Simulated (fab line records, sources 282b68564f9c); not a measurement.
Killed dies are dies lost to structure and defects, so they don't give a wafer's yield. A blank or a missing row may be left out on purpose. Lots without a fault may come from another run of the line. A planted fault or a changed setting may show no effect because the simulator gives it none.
Split-lot experiment | flow rit_cmos | 5 lots, 23 wafers read, on a route of 202 steps

THE SPLIT
At RIT_M1_SPUTTER_00 (material Al, target thk 400 nm, time 500 s), the setting power_w was moved away from the recipe's 2000 W on 9 of the 23 wafers read, by -8.3% to +6.0%. The other wafers ran this setting at the recipe's value.

FROM THE SPLIT TO THE READING: what the file shows between them, 1 step
- RIT_M1_RS_MEAS_01: measures by four-point-probe

THE READING
M1_AL_THK, in nm, at RIT_M1_THK_MEAS_02 (measures by xrf). Fault-free wafers of this fab line usually give 394 nm, standard deviation 5.5 nm.

wafer  | tool, chamber at the split | power_w as run, W | against the recipe | M1_AL_THK, nm | against lot-mates on the recipe
L079.1 | pvd_sputter-02, -          | 2000              | recipe             | 397           | -
L079.2 | pvd_sputter-02, -          | 2113              | +5.6%              | 422           | +26
L079.3 | pvd_sputter-02, -          | 2000              | recipe             | 397           | -
L079.5 | pvd_sputter-02, -          | 2000              | recipe             | 395           | -
L079.6 | pvd_sputter-02, -          | 2113              | +5.6%              | 419           | +23
L082.1 | pvd_sputter-03, -          | 2000              | recipe             | 383           | -
L082.3 | pvd_sputter-03, -          | 2000              | recipe             | 390           | -
L082.4 | pvd_sputter-03, -          | 2120              | +6.0%              | 407           | +20
L082.5 | pvd_sputter-03, -          | 2120              | +6.0%              | 411           | +24
L082.6 | pvd_sputter-03, -          | 2120              | +6.0%              | 414           | +28
L083.1 | pvd_sputter-02, -          | 2000              | recipe             | 399           | -
L083.2 | pvd_sputter-02, -          | 1835              | -8.3%              | 360           | -36
L083.3 | pvd_sputter-02, -          | 1835              | -8.3%              | 361           | -35
L083.5 | pvd_sputter-02, -          | 2000              | recipe             | 393           | -
L083.6 | pvd_sputter-02, -          | 2000              | recipe             | 396           | -
L084.3 | pvd_sputter-01, -          | 2000              | recipe             | 398           | -
L084.4 | pvd_sputter-01, -          | 2000              | recipe             | 402           | -
L084.5 | pvd_sputter-01, -          | 2000              | recipe             | 399           | -
L085.1 | pvd_sputter-02, -          | 2000              | recipe             | 394           | -
L085.2 | pvd_sputter-02, -          | 1938              | -3.1%              | 385           | -11
L085.3 | pvd_sputter-02, -          | 2000              | recipe             | 396           | -
L085.4 | pvd_sputter-02, -          | 1938              | -3.1%              | 391           | -5
L085.6 | pvd_sputter-02, -          | 2000              | recipe             | 398           | -

THE FIT
A straight line over all 23 wafers: M1_AL_THK changes by +3.62 nm for each +1% of power_w; r = +0.94; the points scatter about the line by 5.2 nm.
The same after taking each lot's own level away (the mean of its wafers on the recipe; 23 wafers): +4.1 nm for each +1%; r = +0.99; scatter 2.8 nm.
On that fit, the largest move of power_w shifts the reading by 34 nm.
The lots' own levels span 386.5 to 399.7 nm, that is 2.4 times the standard deviation above.
So the lot-to-lot level changes the slope: the two fits differ.
Check: with one of the wafers moved furthest among these (-8.3%) left out of the fit, the line predicts -32.6 nm for it against its lot-mates. It came out at -36 nm against them.

THE WHOLE CHAIN: every reading that the file lists as answering this split, in the file's order
step               | what it does                               | reading                                                                     | change (the file's fit)               | r (the file's)
RIT_M1_SPUTTER_00  | material Al, target thk 400 nm, time 500 s | Al_of_M1_SPUTTER_00.thk_nm (the simulator's own value, which no gauge read) | +4.2 nm for each +1% of the setting   | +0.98
RIT_M1_RS_MEAS_01  | measures by four-point-probe               | M1_AL_RS                                                                    | -0.000821 for each +1% of the setting | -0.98
RIT_M1_THK_MEAS_02 | measures by xrf                            | M1_AL_THK                                                                   | +4.14 for each +1% of the setting     | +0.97

THE FILE'S OWN FIT
M1_AL_THK changes by +4.14 nm for each +1% of power_w, r = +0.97.
